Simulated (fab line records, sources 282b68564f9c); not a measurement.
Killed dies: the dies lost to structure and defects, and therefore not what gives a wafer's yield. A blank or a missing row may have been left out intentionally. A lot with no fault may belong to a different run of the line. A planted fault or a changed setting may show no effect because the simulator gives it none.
fab line records	flow rit-cmos
record: lots: 14	wafers: 42	last-day: 7
route steps=202 shown NWELL@31 GATE@97 NSD@158 M1@202
lots that met no fault: taken from a fault-free run of the same line
start-h: the number of hours between the record's first day and the start of the first shown wafer of the lot	wait-h: hours since the lot's step before	" repeats the value in the row above	L1.1+2: one row covering several wafers at once	- no value, or no start was given	* or withheld: withheld	< > ~ a bound
route shown NAME@n: names a module that has steps shown in the file, with the first one's number in the route	usual: the fault-free wafers' mean and standard deviation	same: alike in all rows	chamber/n: place in a boat	sites: per-site readings	_std_site: their standard deviation	_edge_site: the outer-site mean with the inner-site mean subtracted	radius-mm: how far each site lies from the wafer's centre	mask NAME#n: copy n	behind: the last tool/chamber to shape the wafer	hold: why the lot went on hold/how many hours it stayed there/how the hold came to an end	device: transistor that didn't switch, given as n, p or np	end of line: the same wafers' tests at the end of the route	where a step has no rows: the recipe by itself	killed: count of dies lost to structure and defects at first sort (not the wafer's yield)	map: per-die view of a wafer (x killed, . not killed, _ where there is no die)
set.NAME: the setting the step ran with; set.NAME@STEP: the setting that earlier step ran with	model.NAME: the simulator's own value behind a step, which no gauge read
the route's steps for a sample of lots (tables are steps, rows are wafers)
services: a tool's chamber out of use, with start hour (start-h, from the record's first day; less than 0 if before it), hours out, and reason
== steps ==
step: RIT_NWELL_EXPOSE_03
recipe: mask-id: M2	na: 0.57	target-cd-nm: 43900	dose-mj: 250
usual: exposure-dose-mJ-cm2: 249.99/0.25
lot.wafer	tool	chamber	start-h	wait-h	mask	exposure-dose-mJ-cm2
L515.3	iline-stepper-01	0	20.16	0.2	M2#0	250.05
L515.5	"	0	"	"	M2#0	249.78
L515.6	"	0	"	"	M2#0	249.95
L516.1	iline-stepper-02	0	24.85	0.2	M2#0	249.82
L516.5	"	0	"	"	M2#0	250.27
L516.6	"	0	"	"	M2#0	250.14
L517.2	iline-stepper-02	0	33.04	0.1	M2#0	250.46
L517.3	"	0	"	"	M2#0	249.76
L517.6	"	0	"	"	M2#0	250.19
L518.1	iline-stepper-01	0	40.21	0.2	M2#0	249.73
L518.3	"	0	"	"	M2#0	249.72
L518.6	"	0	"	"	M2#0	249.84
L519.2	iline-stepper-02	0	46.69	0.2	M2#0	249.71
L519.3	"	0	"	"	M2#0	250.59
L519.4	"	0	"	"	M2#0	249.93
L520.2	iline-stepper-02	0	46.81	0.1	M2#0	249.72
L520.4	"	0	"	"	M2#0	249.72
L520.5	"	0	"	"	M2#0	249.93
L522.3	iline-stepper-01	0	56.16	0.2	M2#0	250.03
L522.4	"	0	"	"	M2#0	250.09
L522.6	"	0	"	"	M2#0	249.91
L523.1	iline-stepper-02	0	60.42	0.2	M2#0	250.45
L523.2	"	0	"	"	M2#0	250.51
L523.5	"	0	"	"	M2#0	250.34
L526.2	iline-stepper-01	0	75.77	0.1	M2#0	250.14
L526.3	"	0	"	"	M2#0	250.17
L526.5	"	0	"	"	M2#0	250.28
L528.4	iline-stepper-02	0	85.41	0.2	M2#0	249.87
L528.5	"	0	"	"	M2#0	250.04
L528.6	"	0	"	"	M2#0	250.07
L530.2	iline-stepper-01	0	96.63	0.1	M2#0	249.84
L530.3	"	0	"	"	M2#0	249.95
L530.5	"	0	"	"	M2#0	249.69
L532.2	iline-stepper-01	0	105.13	0.2	M2#0	249.84
L532.3	"	0	"	"	M2#0	250.10
L532.4	"	0	"	"	M2#0	249.84
L535.2	iline-stepper-01	0	119.93	0.1	M2#0	250.21
L535.5	"	0	"	"	M2#0	250.50
L535.6	"	0	"	"	M2#0	250.31
L537.1	iline-stepper-01	0	129.95	0.2	M2#0	249.96
L537.4	"	0	"	"	M2#0	250.07
L537.6	"	0	"	"	M2#0	249.98
step: RIT_NWELL_OVL_MEAS_06
usual: NWELL_OVL: 0.0/1.5
lot.wafer	tool	chamber	start-h	wait-h	NWELL_OVL[nm]
L515.3	overlay-01	-	20.56	-	0.0
L515.5	"	-	"	"	-1.5
L515.6	"	-	"	"	1.3
L516.1	overlay-01	-	25.28	-	1.8
L516.5	"	-	"	"	1.3
L516.6	"	-	"	"	0.4
L517.2	overlay-02	-	33.45	-	-3.9
L517.3	"	-	"	"	-3.6
L517.6	"	-	"	"	-2.9
L518.1	overlay-01	-	40.64	-	-1.1
L518.3	"	-	"	"	1.2
L518.6	"	-	"	"	1.9
L519.2	overlay-02	-	47.11	-	-1.3
L519.3	"	-	"	"	-2.7
L519.4	"	-	"	"	-0.8
L520.2	overlay-02	-	47.23	-	-0.8
L520.4	"	-	"	"	2.0
L520.5	"	-	"	"	-0.4
L522.3	overlay-02	-	56.56	-	-1.9
L522.4	"	-	"	"	-2.8
L522.6	"	-	"	"	0.5
L523.1	overlay-02	-	60.85	-	6.4
L523.2	"	-	"	"	5.4
L523.5	"	-	"	"	6.9
L526.2	overlay-02	-	76.19	-	-0.9
L526.3	"	-	"	"	0.1
L526.5	"	-	"	"	-0.4
L528.4	overlay-01	-	85.80	-	6.0
L528.5	"	-	"	"	5.9
L528.6	"	-	"	"	8.6
L530.2	overlay-01	-	97.05	-	0.1
L530.3	"	-	"	"	0.3
L530.5	"	-	"	"	-0.9
L532.2	overlay-01	-	105.54	-	-2.1
L532.3	"	-	"	"	1.6
L532.4	"	-	"	"	-0.7
L535.2	overlay-01	-	120.49	-	2.4
L535.5	"	-	"	"	0.6
L535.6	"	-	"	"	1.1
L537.1	overlay-02	-	130.38	-	-0.8
L537.4	"	-	"	"	-3.5
L537.6	"	-	"	"	1.1
step: RIT_WELLDRIVE_RS_MEAS_01
recipe: thk-meas-gauge: four-point-probe
usual: NWELL_RS: 275.4/0.92
lot.wafer	tool	chamber	start-h	wait-h	NWELL_RS[ohm/sq]
L515.3	film-metro-03	-	28.11	0.0	275.7
L515.5	"	-	"	"	274.5
L515.6	"	-	"	"	274.9
L516.1	film-metro-04	-	34.46	0.0	276.8
L516.5	"	-	"	"	277.5
L516.6	"	-	"	"	276.5
L517.2	film-metro-03	-	43.80	0.0	275.8
L517.3	"	-	"	"	275.9
L517.6	"	-	"	"	275.4
L518.1	film-metro-01	-	50.18	0.0	276.5
L518.3	"	-	"	"	276.1
L518.6	"	-	"	"	275.7
L519.2	film-metro-04	-	54.65	0.0	275.3
L519.3	"	-	"	"	276.6
L519.4	"	-	"	"	275.8
L520.2	film-metro-03	-	54.72	0.0	276.0
L520.4	"	-	"	"	275.6
L520.5	"	-	"	"	275.5
L522.3	film-metro-04	-	63.89	0.0	274.1
L522.4	"	-	"	"	274.2
L522.6	"	-	"	"	274.3
L523.1	film-metro-01	-	69.04	0.0	273.2
L523.2	"	-	"	"	273.2
L523.5	"	-	"	"	273.5
L526.2	film-metro-04	-	85.01	0.0	274.0
L526.3	"	-	"	"	274.6
L526.5	"	-	"	"	274.3
L528.4	film-metro-04	-	93.15	0.1	275.8
L528.5	"	-	"	"	276.2
L528.6	"	-	"	"	275.3
L530.2	film-metro-04	-	104.50	0.0	275.6
L530.3	"	-	"	"	276.3
L530.5	"	-	"	"	276.2
L532.2	film-metro-01	-	112.99	0.0	275.7
L532.3	"	-	"	"	276.4
L532.4	"	-	"	"	276.9
L535.2	film-metro-01	-	127.81	0.0	275.1
L535.5	"	-	"	"	275.6
L535.6	"	-	"	"	274.5
L537.1	film-metro-04	-	137.91	0.0	276.6
L537.4	"	-	"	"	276.1
L537.6	"	-	"	"	276.8
step: RIT_GATE_CD_MEAS_90
recipe: target-cd-nm: 150
usual: cd-nm: 150.1/2.5
lot.wafer	tool	chamber	start-h	wait-h	cd-nm
L515.3	cd-sem-01	-	42.10	0.1	149.8
L515.5	"	-	"	"	150.8
L515.6	"	-	"	"	149.8
L516.1	cd-sem-02	-	43.93	0.1	148.8
L516.5	"	-	"	"	151.0
L516.6	"	-	"	"	152.0
L517.2	cd-sem-02	-	52.80	0.1	148.9
L517.3	"	-	"	"	149.5
L517.6	"	-	"	"	146.0
L518.1	cd-sem-01	-	59.39	0.1	152.7
L518.3	"	-	"	"	151.8
L518.6	"	-	"	"	150.4
L519.2	cd-sem-02	-	63.65	0.1	145.2
L519.3	"	-	"	"	145.7
L519.4	"	-	"	"	145.5
L520.2	cd-sem-02	-	67.11	0.1	149.3
L520.4	"	-	"	"	149.2
L520.5	"	-	"	"	150.9
L522.3	cd-sem-02	-	72.80	0.1	148.9
L522.4	"	-	"	"	150.0
L522.6	"	-	"	"	148.9
L523.1	cd-sem-02	-	77.66	0.1	148.2
L523.2	"	-	"	"	145.8
L523.5	"	-	"	"	148.6
L526.2	cd-sem-02	-	93.66	0.1	154.1
L526.3	"	-	"	"	152.3
L526.5	"	-	"	"	153.2
L528.4	cd-sem-01	-	102.01	0.1	147.8
L528.5	"	-	"	"	151.3
L528.6	"	-	"	"	149.3
L530.2	cd-sem-01	-	113.47	0.1	150.5
L530.3	"	-	"	"	150.7
L530.5	"	-	"	"	149.0
L532.2	cd-sem-02	-	121.49	0.1	156.6
L532.3	"	-	"	"	152.3
L532.4	"	-	"	"	154.9
L535.2	cd-sem-02	-	137.28	0.1	154.0
L535.5	"	-	"	"	153.8
L535.6	"	-	"	"	154.0
L537.1	cd-sem-02	-	148.81	0.1	148.8
L537.4	"	-	"	"	150.5
L537.6	"	-	"	"	150.2
step: RIT_SDANNEAL_RS_MEAS_05
recipe: thk-meas-gauge: four-point-probe
usual: NSD_RS: 84.6/0.32
lot.wafer	tool	chamber	start-h	wait-h	NSD_RS[ohm/sq]
L515.3	film-metro-01	-	55.39	0.1	84.6
L515.5	"	-	"	"	84.3
L515.6	"	-	"	"	84.2
L516.1	film-metro-01	-	56.95	0.1	85.0
L516.5	"	-	"	"	85.2
L516.6	"	-	"	"	85.3
L517.2	film-metro-01	-	65.54	0.1	84.5
L517.3	"	-	"	"	84.3
L517.6	"	-	"	"	84.5
L518.1	film-metro-01	-	71.93	0.1	83.8
L518.3	"	-	"	"	84.0
L518.6	"	-	"	"	84.1
L519.2	film-metro-01	-	78.90	0.1	84.7
L519.3	"	-	"	"	84.8
L519.4	"	-	"	"	84.8
L520.2	film-metro-04	-	80.91	0.1	84.3
L520.4	"	-	"	"	84.7
L520.5	"	-	"	"	84.1
L522.3	film-metro-02	-	85.90	0.1	84.8
L522.4	"	-	"	"	84.9
L522.6	"	-	"	"	85.1
L523.1	film-metro-02	-	90.23	0.1	84.5
L523.2	"	-	"	"	84.7
L523.5	"	-	"	"	84.9
L526.2	film-metro-02	-	106.30	0.1	85.0
L526.3	"	-	"	"	84.8
L526.5	"	-	"	"	85.0
L528.4	film-metro-01	-	114.27	0.1	84.2
L528.5	"	-	"	"	84.4
L528.6	"	-	"	"	84.3
L530.2	film-metro-01	-	125.69	0.1	84.0
L530.3	"	-	"	"	84.1
L530.5	"	-	"	"	83.9
L532.2	film-metro-04	-	133.63	0.1	84.8
L532.3	"	-	"	"	84.4
L532.4	"	-	"	"	84.6
L535.2	film-metro-04	-	150.73	0.1	84.4
L535.5	"	-	"	"	84.6
L535.6	"	-	"	"	84.2
L537.1	film-metro-01	-	161.44	0.1	84.3
L537.4	"	-	"	"	85.0
L537.6	"	-	"	"	84.5
step: RIT_M1_PROBE_99
usual: killed_at_M0_to_M3: 0.0/0.2	killed-at-contacts: 0.2/0.38	killed-at-front-end: 6.7/3	killed-dies: 6.9/3	killed-open: 3.5/1.9	killed-short: 3.3/2
same: gross-dies: 264	killed_at_M4_up: 0	killed-at-back-side: 0	killed-at-other: 0
lot.wafer	tool	chamber	start-h	wait-h	killed_at_M0_to_M3	killed-at-contacts	killed-at-front-end	killed-dies	killed-open	killed-short
L528.4	prober-02	-	121.71	0.2	0	1	8	9	6	3
L528.5	prober-02	-	121.76	0.2	0	0	6	6	3	3
L528.6	prober-02	-	121.81	0.2	0	1	7	8	2	6
killed by level:class
L528.4 GATE:geometric-particle:open=2 FOX2:geometric-particle:open=1 FOX2:geometric-particle:short=1 REOX:geometric-particle:open=1 REOX:geometric-particle:short=1 SPACER:geometric-particle:open=1 SILICIDE:geometric-particle:open=1 CONTACT:geometric-particle:short=1
L528.5 FOX1:geometric-particle:short=2 SPACER:geometric-particle:open=2 GATE:geometric-particle:short=1 SILICIDE:geometric-particle:open=1
L528.6 GATE:geometric-particle:short=3 REOX:geometric-particle:short=2 FOX2:geometric-particle:short=1 GATE:geometric-particle:open=1 CONTACT:geometric-particle:open=1
== services ==
tool	chamber	start-h	hours	kind
iline-stepper-02	-	47.82	4.0	repair
iline-stepper-01	0	115.92	-	calibration
== key ==
first-sign: step: RIT_NWELL_OVL_MEAS_06	reading: NWELL_OVL	direction: up	sigmas: 4.3	usual: 0.0	struck: 6.5
effect none on later readings
met-at RIT_NWELL_EXPOSE_03
struck-lots L523,L528
tester-left-out L523,L528
not-acting-at RIT_WELLDRIVE_RS_MEAS_01,RIT_GATE_CD_MEAS_90,RIT_SDANNEAL_RS_MEAS_05
onset-between 46.81 60.42
fault: kind: scanner-matching-overlay	tool: iline-stepper-02	chamber: -	onset-h: 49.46	steps: RIT_NWELL_EXPOSE_03	offset: 6.4227
tester-left-out: of these lots the tester's yield and bins aren't shown, on N5 and GAA mostly nor the transistor test; their killed dies are dies lost to structure and defects alone, not to doping, threshold or leakage, so they don't give the yield
